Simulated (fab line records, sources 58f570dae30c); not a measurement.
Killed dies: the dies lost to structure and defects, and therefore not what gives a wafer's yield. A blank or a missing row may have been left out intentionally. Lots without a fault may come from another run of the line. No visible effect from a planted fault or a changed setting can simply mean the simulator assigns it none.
Which of the tools did it? -- flow berkeleyCmos170 -- 14 lots, 38 wafers sampled, at 5 steps of a route of 331

== WHAT EACH GAUGE READ, for each wafer ==
UCB170_NSD_OVL_MEAS_07. Usual: for NSD_OVL the level is 0 nm and the standard deviation is 6.7.
lot,measured,on,NSD_OVL (nm),flag
L347,day 6 21:38,overlay-01,-7 -4 -6,
L346,day 6 21:44,overlay-02,13 4 3,
L345,day 6 22:02,overlay-01,4 4 -2,
L349,day 7 11:34,overlay-02,2 -1 1,
L350,day 7 11:53,overlay-01,4 15 5,
L348,day 7 22:47,overlay-02,12 -5 6,
L351,day 7 23:19,overlay-02,-6 -6 1,
L352,day 7 23:26,overlay-01,-4 9 -3,
L355,day 9 00:57,overlay-02,1 4 -2,
L354,day 9 01:12,overlay-01,-3 -10 -6,
L356,day 9 07:25,overlay-02,-1 10 15,
L359,day 9 18:37,overlay-01,-9,
L363,day 10 16:22,overlay-02,2,
L364,day 11 12:40,overlay-01,2 -3 8,

UCB170_M1_RS_MEAS_01: measurement is done with a four-point probe. Usual: for M1_AL_RS the level is 0.0506 ohm/sq and the standard deviation is 0.0006.
lot,measured,on,M1_AL_RS (ohm/sq),flag
L347,day 7 05:22,filmMetro-04,0.0509 0.0505 0.0506,
L346,day 7 04:27,filmMetro-03,0.0509 0.0504 0.0513,
L345,day 7 06:24,filmMetro-01,0.0516 0.0513 0.0520,
L349,day 7 18:31,filmMetro-01,0.0514 0.0508 0.0513,
L350,day 7 20:46,filmMetro-04,0.0505 0.0507 0.0503,
L348,day 8 05:34,filmMetro-03,0.0501 0.0504 0.0503,
L351,day 8 06:38,filmMetro-01,0.0502 0.0501 0.0508,
L352,day 8 07:27,filmMetro-03,0.0510 0.0512 0.0507,
L355,day 9 10:47,filmMetro-04,0.0501 0.0495 0.0491,
L354,day 9 10:59,filmMetro-04,0.0509 0.0514 0.0511,
L356,day 9 16:22,filmMetro-01,0.0512 0.0507 0.0512,
L359,day 10 04:11,filmMetro-04,0.0474 0.0474,OFF
L363,day 10 23:46,filmMetro-03,0.0465 0.0466,OFF
L364,day 11 21:50,filmMetro-01,0.0501 0.0502 0.0502,

UCB170_M1_THK_MEAS_02: measures by xrf. Usual: for M1_AL_THK the level is 566 nm and the standard deviation is 7.2.
lot,measured,on,M1_AL_THK (nm),flag
L347,day 7 05:29,filmMetro-04,560 566 567,
L346,day 7 04:34,filmMetro-03,566 572 561,
L345,day 7 06:31,filmMetro-01,551 556 547,
L349,day 7 18:38,filmMetro-01,553 563 553,
L350,day 7 20:52,filmMetro-04,568 571 566,
L348,day 8 05:41,filmMetro-03,570 567 569,
L351,day 8 06:46,filmMetro-01,571 570 563,
L352,day 8 07:34,filmMetro-03,562 559 565,
L355,day 9 10:54,filmMetro-04,573 582 583,
L354,day 9 11:05,filmMetro-04,564 561 562,
L356,day 9 16:29,filmMetro-01,556 562 558,
L359,day 10 08:50,filmMetro-04,605 601,OFF
L363,day 11 03:33,filmMetro-03,616 615,OFF
L364,day 11 21:56,filmMetro-01,573 571 571,

== TOOL THAT RAN EACH LOT (tool first, then ch and the chambers of the sampled wafers, then the start) ==
lot,UCB170_SILICIDE_SPUTTER_01,UCB170_M1_SPUTTER_00
L347,"pvdSputter-04, day 6 23:34","pvdSputter-02, day 7 05:17"
L346,"pvdSputter-02, day 6 23:43","pvdSputter-01, day 7 04:23"
L345,"pvdSputter-01, day 7 00:00","pvdSputter-01, day 7 06:19"
L349,"pvdSputter-02, day 7 13:34","pvdSputter-01, day 7 18:28"
L350,"pvdSputter-01, day 7 14:22","pvdSputter-02, day 7 20:40"
L348,"pvdSputter-01, day 8 00:42","pvdSputter-03, day 8 05:29"
L351,"pvdSputter-04, day 8 01:22","pvdSputter-01, day 8 06:34"
L352,"pvdSputter-02, day 8 01:25","pvdSputter-03, day 8 07:22"
L355,"pvdSputter-01, day 9 02:52","pvdSputter-03, day 9 10:42"
L354,"pvdSputter-04, day 9 03:06","pvdSputter-02, day 9 10:53"
L356,"pvdSputter-01, day 9 09:40","pvdSputter-03, day 9 16:19"
L359,"pvdSputter-01, day 9 20:58","pvdSputter-03, day 10 04:03"
L363,"pvdSputter-01, day 10 18:27","pvdSputter-03, day 10 23:39"
L364,"pvdSputter-01, day 11 14:53","pvdSputter-01, day 11 21:45"
- UCB170_SILICIDE_SPUTTER_01: material Ti, target thk 30 nm, time 25 s.
- UCB170_M1_SPUTTER_00: material Al, target thk 600 nm, time 80 s.

== AS READ BY THE TOOLS THEMSELVES (means over the sampled wafers that have a number; for cases with no such wafer, the mark the record gives instead) ==
UCB170_SILICIDE_SPUTTER_01. Usual: chamberPressurePa 0.4999 Pa, standard deviation 0.00098; throttleValvePct 30.7 %, standard deviation 1.1.
lot,tool,chamberPressurePa (Pa),throttleValvePct (%),flag
L347,pvdSputter-04,0.5005,30.1,
L346,pvdSputter-02,0.5003,30.0,
L345,pvdSputter-01,0.5005,31.7,
L349,pvdSputter-02,0.5004,29.0,
L350,pvdSputter-01,0.4996,30.9,
L348,pvdSputter-01,0.5003,31.0,
L351,pvdSputter-04,0.4999,30.4,
L352,pvdSputter-02,0.5011,29.1,
L355,pvdSputter-01,0.4997,31.5,
L354,pvdSputter-04,0.4999,30.3,
L356,pvdSputter-01,0.5010,31.3,
L359,pvdSputter-01,0.5000,30.9,
L363,pvdSputter-01,0.4995,32.7,
L364,pvdSputter-01,0.4997,31.5,

UCB170_M1_SPUTTER_00. Usual: chamberPressurePa 0.5002 Pa, standard deviation 0.00095; throttleValvePct 30.9 %, standard deviation 1.
lot,tool,chamberPressurePa (Pa),throttleValvePct (%),flag
L347,pvdSputter-02,0.5012,30.6,
L346,pvdSputter-01,0.5006,31.7,
L345,pvdSputter-01,0.5006,31.7,
L349,pvdSputter-01,0.5004,31.1,
L350,pvdSputter-02,0.5004,31.1,
L348,pvdSputter-03,0.4986,30.8,
L351,pvdSputter-01,0.4999,31.7,
L352,pvdSputter-03,0.4998,31.4,
L355,pvdSputter-03,0.5000,30.9,
L354,pvdSputter-02,0.5008,29.5,
L356,pvdSputter-03,0.4996,30.3,
L359,pvdSputter-03,0.5014,30.2,
L363,pvdSputter-03,0.5001,30.5,
L364,pvdSputter-01,0.5000,31.2,

== THE ANSWER, worked out from the rows above alone ==
Rule: take the mean of a lot's wafers that have a number; if it is more than 3 standard deviations from the usual mean, the lot is off. A lot without any number at a reading at which 4 lots or more have one is off too. All remaining lots with rows at the step are treated as sound. Order of review: gauges by route order, followed by the tools' own readings, for which a lot's mean as printed above is used. At the first step where some lot is off, the reading lying furthest off is the one used; lots without a number count as furthest.
Off: L359, L363, seen at UCB170_M1_RS_MEAS_01 (M1_AL_RS).
A tool fits if, at a process step before that reading, it ran every lot that is off, and no sound lot after the first of them. Those tools and the gauges at UCB170_M1_RS_MEAS_01 are tried in the same way. One candidate fits, namely pvdSputter-03 at UCB170_M1_SPUTTER_00. A fault onset in the window from L356 (day 9 16:19, its last sound lot) to L359 (day 10 04:03, its first lot off) fits.

== WHAT THE SIMULATOR HAD INSERTED ==
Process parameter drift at UCB170_M1_SPUTTER_00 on pvdSputter-03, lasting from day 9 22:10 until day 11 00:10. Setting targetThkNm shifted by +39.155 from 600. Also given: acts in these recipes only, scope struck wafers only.
Struck lots among those shown: L359, L363. The rule above reached the same finding.
